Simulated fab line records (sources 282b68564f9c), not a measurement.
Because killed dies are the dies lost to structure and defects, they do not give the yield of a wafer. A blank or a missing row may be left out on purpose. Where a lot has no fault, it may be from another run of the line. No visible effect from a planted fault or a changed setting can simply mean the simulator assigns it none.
A struck lot beside a sound one :: flow rit_cmos :: 33 out of 202 route steps
Sound: these wafers, L610.1, L610.3, L610.6. The struck wafers were L622.1, L622.3, L622.5. At the end, the cause is stated.
For every step that has rows: the tool of each side, followed by ch and its chambers, followed by its first start. Under that, the readings that differ: sound wafers :: struck wafers :: difference of the means :: sigmas: that difference in standard deviations of wafers without a fault.
alike: words and numbers the same on both sides, and readings whose means are apart by under 2 such deviations; not compared: readings that were withheld, readings missing a value for some wafer, numbers with overlapping values and no deviation given by the record, and bounds like >300 which may hide the same value.
Wherever a step has rows on one side only, a row that says differs or no value, or a row with sigmas, the two part there. Numbers that have no deviation but don't overlap get no sigmas and don't part them. Lack of a reading on every wafer of one side parts them only where that side has two or more wafers.

first, 2 steps without rows for these wafers: RIT_SPACER_CLEAN_02 (cleans in SC2, time 600 s); RIT_SPACER_CVD_03 (deposits Si3N4 from SiH2Cl2/NH3, target thk 250 nm, time 3300 s).
RIT_SPACER_THK_MEAS_04:
  sound on film_metro-02 at day 2 20:47; struck on film_metro-02 at day 5 12:02
  alike: SPACER_NITRIDE_THK
RIT_SPACER_ETCHBACK_05: etches Si3N4 in SF6/CHF3, stops on SiO2, target depth 250 nm, time 240 s.
  sound on rie_diel-01 ch 0,1,3, day 2 20:50; struck on rie_diel-04 ch 0,2,3, day 5 12:05
  alike: drypump_motor_current_A, oes_product_au, throttle_valve_pct
  not compared: rf_hours_counter_h
then, 6 steps without rows for these wafers: RIT_NSD_HMDS_00 (prime time 60 s); RIT_NSD_COAT_01 (resist thk 1000 nm); RIT_NSD_SOFTBAKE_02 (time 60 s); RIT_NSD_EXPOSE_03 (exposes mask M9, target cd 40700 nm); RIT_NSD_PEB_04; RIT_NSD_DEVELOP_05 (develop time 50 s).
RIT_NSD_OVL_MEAS_06:
  sound on overlay-02 at day 2 21:58; struck on overlay-01 at day 5 13:13
  alike: NSD_OVL
then, 1 step without rows for these wafers: RIT_NSD_HARDBAKE_07 (time 60 s).
RIT_NSD_IMPLANT_08:
  sound on implanter-01 ch 0, day 2 22:09; struck on implanter-01 ch 0, day 5 13:43
  alike: tilt_deg
RIT_NSD_STRIP_09: strips in O2, time 180 s.
  sound on plasma_asher-02 ch 0,1, day 2 22:18; struck on plasma_asher-04 ch 1, day 5 13:52
  alike: drypump_motor_current_A
  not compared: rf_hours_counter_h
RIT_NSD_TW_MEAS_10:
  sound on film_metro-04 at day 2 22:29; struck on film_metro-02 at day 5 14:21
reading: NSD_TW
sound: 3136 3163 3167
struck: 3539 3532 3536
difference: +380
sigmas: +18
then, 6 steps without rows for these wafers: RIT_PSD_HMDS_00 (prime time 60 s); RIT_PSD_COAT_01 (resist thk 1000 nm); RIT_PSD_SOFTBAKE_02 (time 60 s); RIT_PSD_EXPOSE_03 (exposes mask M10, target cd 40900 nm); RIT_PSD_PEB_04; RIT_PSD_DEVELOP_05 (develop time 50 s).
RIT_PSD_OVL_MEAS_06:
  sound on overlay-02 at day 2 23:39; struck on overlay-01 at day 5 20:16
  alike: PSD_OVL
then, 2 steps without rows for these wafers: RIT_PSD_HARDBAKE_07 (time 60 s); RIT_PSD_IMPLANT_08.
RIT_PSD_STRIP_09: strips in O2, time 180 s.
  sound on plasma_asher-01 ch 0,1, day 2 23:59; struck on plasma_asher-04 ch 0, day 5 20:49
  alike: drypump_motor_current_A
  not compared: rf_hours_counter_h
RIT_PSD_TW_MEAS_10:
  sound on film_metro-02 at day 3 00:10; struck on film_metro-01 at day 5 20:59
  alike: PSD_TW
then, 3 steps without rows for these wafers: RIT_SDANNEAL_CLEAN_00 (cleans in SC1, time 600 s); RIT_SDANNEAL_CLEAN_01 (cleans in dHF, time 30 s); RIT_SDANNEAL_CLEAN_02 (cleans in SC2, time 600 s).
RIT_SDANNEAL_RTA_03: time 5 s.
  sound on rtp_anneal-02 ch 0, day 3 00:35; struck on rtp_anneal-02 ch 0, day 5 21:46
  alike: chamber_o2_ppm, ramp_down_c_per_s, ramp_up_c_per_s, wafer_temp_C_max
RIT_SDANNEAL_RS_MEAS_04: measures by four-point-probe.
  sound on film_metro-04 at day 3 00:38; struck on film_metro-01 at day 5 21:49
reading: PSD_RS (ohm/sq)
sound: 115.38 115.66 115.48
struck: 116.13 116.22 116.17
difference: +0.67
sigmas: +2
RIT_SDANNEAL_RS_MEAS_05: measures by four-point-probe.
  sound on film_metro-04 at day 3 00:46; struck on film_metro-01 at day 5 22:14
reading: NSD_RS (ohm/sq)
sound: 84.1 84.2 84.3
struck: 52.4 52.5 52.5
difference: -31.7
sigmas: -96
next, for these wafers, 1 step has no rows: RIT_M1_PROBE_99.

## WHERE THEY PART
Last at RIT_SDANNEAL_RS_MEAS_05 as far as this record goes, first at RIT_NSD_TW_MEAS_10.

WHY: what had been put in by the simulator
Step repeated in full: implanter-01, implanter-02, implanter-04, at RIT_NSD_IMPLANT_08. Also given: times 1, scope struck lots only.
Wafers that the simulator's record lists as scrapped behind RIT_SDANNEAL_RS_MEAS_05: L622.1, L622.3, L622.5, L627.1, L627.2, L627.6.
